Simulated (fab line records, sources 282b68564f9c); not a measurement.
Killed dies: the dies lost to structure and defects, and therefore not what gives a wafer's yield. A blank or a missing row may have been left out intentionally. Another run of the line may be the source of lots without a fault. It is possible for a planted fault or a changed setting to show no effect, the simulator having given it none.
A struck lot beside a sound one	flow ritCmos	36 steps out of a route of 202
Sound: the wafers L671.2, L671.3, L671.6. Wafers L677.1, L677.2, L677.3 were the ones struck. The cause is given at the end.
For every step that has rows: the tool of each side, followed by ch and its chambers, followed by its first start. Under that, the readings that differ: sound wafers	struck wafers	difference of the means	sigmas: that difference in standard deviations of wafers without a fault.
alike: readings whose means differ by less than 2 such deviations, and words and numbers that are the same on both sides. not compared: withheld readings, readings that some wafer has no value for, bounds like >300 that may hide the same value, and numbers for which the record gives no deviation and whose values overlap.
A row with sigmas, a row that says differs or no value, or rows on one side alone: a step with any of these is where the two part. Numbers that have no deviation but don't overlap get no sigmas and don't part them. Lack of a reading on every wafer of one side parts them only where that side has two or more wafers.

first, 9 steps without rows for these wafers: RIT_ACTIVE_DEVELOP_10 (develop time 50 s); RIT_ACTIVE_HARDBAKE_12 (time 60 s); RIT_ACTIVE_ETCH_13 (etches Si3N4 in SF6, stops on SiO2, time 210 s, target depth 210 nm); RIT_ACTIVE_STRIP_14 (strips in O2, time 180 s); RIT_ACTIVE_CLEAN_15 (cleans in SC1, time 600 s); RIT_ACTIVE_CLEAN_16 (cleans in dHF, time 30 s); RIT_ACTIVE_CLEAN_17 (cleans in SC2, time 600 s); RIT_FOX1_OXIDATION_00 (target thk 350.7 nm, ox time 1130 s); RIT_FOX1_WET_ETCH_02 (etches SiO2 in BOE, target depth 350 nm, time 390 s).
RIT_FOX2_OXIDATION_00: target thk 350.7 nm, ox time 1130 s.
  sound on furnace-01 ch 0, day 3 05:07; struck on furnace-01 ch 0, day 4 11:47
reading	sound	struck	difference	sigmas
spikeTcCentreC (C)	1102.4 1103.0 1102.5	1128.1 1128.8 1126.9	+25.3	+21
spikeTcLoadC (C)	1132.0 1130.0 1130.5	1154.4 1156.4 1156.0	+24.8	+21
spikeTcSourceC (C)	1121 1122 1122	1149 1147 1147	+26	+8
tubeCenterTempC (C)	1100.1 1100 1100.1	1124.9 1125 1124.9	+24.9	+99 or more
tube_center_temp_C_max	1103.3 1103.2 1102.8	1127.4 1128.6 1127.8	+24.8	+59
model.SiO2_of_FOX2_OXIDATION_00.thkNm (nm)	341.7 333 342.4	380.6 388.7 382.4	+44.9	
  alike: zonePowerCentrePct
RIT_FOX2_THK_MEAS_01:
  sound on filmMetro-03 at day 3 06:26; struck on filmMetro-03 at day 4 13:05
reading	sound	struck	difference	sigmas
FOX2_OXIDE_THK (nm)	342 333 342	381 389 383	+45	+6
then, 2 steps without rows for these wafers: RIT_FOX2_CLEAN_02 (cleans in dHF, time 180 s); RIT_FOX2_WET_ETCH_03 (etches Si3N4 in H3PO4, target depth 195 nm, time 2700 s).
RIT_FOX2_THK_MEAS_90:
  sound on filmMetro-03 at day 3 07:23; struck on filmMetro-04 at day 4 14:02
reading	sound	struck	difference	sigmas
FIELD_OXIDE_LEFT_1_THK (nm)	314 306 315	353 361 355	+45	+6
then, 19 steps without rows for these wafers: RIT_NWELL_HMDS_00 (prime time 60 s); RIT_NWELL_COAT_01 (resist thk 1300 nm); RIT_NWELL_SOFTBAKE_02 (time 60 s); RIT_NWELL_EXPOSE_03 (exposes mask M2, target cd 43900 nm); RIT_NWELL_PEB_04; RIT_NWELL_DEVELOP_05 (develop time 68 s); RIT_NWELL_HARDBAKE_07 (time 120 s); RIT_NWELL_IMPLANT_08; RIT_NWELL_STRIP_09 (strips in O2, time 180 s); RIT_PWELL_HMDS_00 (prime time 60 s); RIT_PWELL_COAT_01 (resist thk 1300 nm); RIT_PWELL_SOFTBAKE_02 (time 60 s); RIT_PWELL_EXPOSE_03 (exposes mask M3, target cd 43700 nm); RIT_PWELL_PEB_04; RIT_PWELL_DEVELOP_05 (develop time 68 s); RIT_PWELL_HARDBAKE_07 (time 120 s); RIT_PWELL_IMPLANT_08; RIT_PWELL_STRIP_09 (strips in O2, time 180 s); RIT_WELLDRIVE_ANNEAL_00 (time 14700 s).
RIT_FOX2_THK_MEAS_91:
  sound on filmMetro-02 at day 3 19:52; struck on filmMetro-03 at day 5 02:32
reading	sound	struck	difference	sigmas
FIELD_OXIDE_LEFT_2_THK (nm)	245 237 246	285 293 287	+46	+6
RIT_SILICIDE_WET_ETCH_00: etches SiO2 in BOE, target depth 14 nm, time 15 s.
  sound on wetBench-01 ch 1, day 4 13:36; struck on wetBench-03 ch 0, day 5 22:41
reading	sound	struck	difference	sigmas
model.SiO2_of_FOX2_OXIDATION_00.thkNm (nm)	139.5 130.9 139.6	179.3 188.3 183	+46.9	
RIT_M1_PROBE_99:
  sound on prober-02 at day 4 20:37; struck on prober-02 at day 6 05:34
reading	sound	struck	difference	sigmas
model.etest.nldd.widthNm (nm)	3209 3218 3208	3146 3141 3143	-68	
model.etest.pldd.widthNm (nm)	3216 3211 3220	3171 3139 3150	-62	
model.etest.nplusSal.widthNm (nm)	3472 3463 3488	3432 3419 3421	-50	
model.etest.pplusSal.widthNm (nm)	3492 3479 3471	3438 3397 3402	-68	
model.etest.pwell.rsOhmSq	415.2 412.9 411.8	432.4 437.5 430.4	+20.1	
model.etest.fieldN.vtV (V)	33.45 32.27 33.6	38.66 39.63 38.93	+5.97	
model.etest.fieldP.vtV (V)	-12.68 -12.74 -12.72	-13.27 -13.39 -13.25	-0.59	
model.etest.fieldPMetal.vtV (V)	-29.71 -30.46 -29.86	-28.62 -28.63 -28.79	+1.33	
  alike: killedAtContacts, killedAtFrontEnd, killedDies, killedOnRim, killedOpen, killedShort

== WHERE THEY PART ==
Earliest at RIT_FOX2_OXIDATION_00; latest, in this record, at RIT_FOX2_THK_MEAS_91. Later steps at which nothing parts them and some readings are alike: RIT_M1_PROBE_99.

WHY: what had been put in by the simulator
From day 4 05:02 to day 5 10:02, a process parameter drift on furnace-01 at RIT_FOX2_OXIDATION_00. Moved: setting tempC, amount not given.
